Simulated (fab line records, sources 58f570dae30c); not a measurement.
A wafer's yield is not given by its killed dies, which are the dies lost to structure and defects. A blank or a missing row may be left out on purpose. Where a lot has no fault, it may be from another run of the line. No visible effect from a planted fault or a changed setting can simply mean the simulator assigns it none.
2 desks looking at one fault	flow berkeley cmos170	each desk holds nothing but its own numbers, with what lay behind them at the end

## AT THE METROLOGY DESK
Means of the sampled wafers that have a number, per lot and without regard to the tool the lot ran on: this is what the gauges read. Any lot whose mean is over 4 standard deviations away from the usual mean is out of limits and marked OUT; that distance is given in the brackets.
Columns: A = PFIELD_TW at UCB170_PFIELD_TW_MEAS_09, usual 605; B = NVT_TW at UCB170_NVT_TW_MEAS_09, usual 528; C = cd nm at UCB170_NSD_CD_MEAS_06, usual 1200.2 nm
lot	first seen here	A	B	C
L164	day 4 11:55	598	534	1201.7
L165	day 4 18:14	605	536	1201.3
L166	day 5 02:03	603	526	1199.4
L168	day 5 09:16	602	524	1199.7
L169	day 5 22:05	601	532	1199.4
L170	day 6 01:52	602	523	1201.4
L172	day 6 11:11	602	529	1202.4
L175	day 6 22:08	606	524	1200.4
L176	day 7 12:44	606	537	1199.6
L177	day 7 12:53	609	535	1200.5
L179	day 7 22:21	515 (-19) OUT	524	1200.0
L180	day 8 04:00	503 (-22) OUT	523	1197.7
L184	day 8 21:05	612	525	1203.6
L185	day 8 22:14	606	525	1200.2
This desk's finding: out of limits on L179, L180; first on L179, day 7 22:21 (PFIELD_TW at UCB170_PFIELD_TW_MEAS_09). Within limits: L164, L165, L166, L168, L169, L170, L172, L175, L176, L177, L184, L185.

## DESK OF THE TOOL OWNER: implanter-04
The tool's own readings at UCB170_PFIELD_IMPLANT_07: means of the sampled wafers that have a number, for each lot that ran on this tool. Any lot whose mean is over 4 standard deviations away from the usual mean is out of limits and marked OUT; that distance is given in the brackets.
Columns: A = dose ions cm2 at UCB170_PFIELD_IMPLANT_07, usual 2e+13; B = faraday current uA at UCB170_PFIELD_IMPLANT_07, usual 63.5
lot	first seen here	A	B
L170	day 6 01:38	2e+13	63.8
L172	day 6 10:56	2e+13	63.5
L175	day 6 21:54	2e+13	63.1
L177	day 7 12:38	2e+13	63.8
L179	day 7 22:06	1e+13 (-99 or more) OUT	36.3 (-21) OUT
L180	day 8 03:46	1e+13 (-99 or more) OUT	37.0 (-20) OUT
This desk finds L179, L180 out of limits, L179 being first, at day 7 22:06 (dose ions cm2 at UCB170_PFIELD_IMPLANT_07). Within limits: L170, L172, L175, L177.

## TAKEN TOGETHER
An alarm could have come from the tool owner's desk at day 7 22:06, on L179, L180.
An alarm was possible from the metrology desk at day 7 22:21, on L179, L180.
The lots listed all ran UCB170_PFIELD_IMPLANT_07 on implanter-04.

## WHAT THE SIMULATOR HAD INSERTED
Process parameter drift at UCB170_PFIELD_IMPLANT_07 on implanter-04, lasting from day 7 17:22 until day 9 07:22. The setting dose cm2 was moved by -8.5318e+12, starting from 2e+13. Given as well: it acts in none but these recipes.
Shown lots that were struck: L179, L180.
Fault start to first reading out of limits, in hours, per desk: tool owner, 5; metrology, 5.
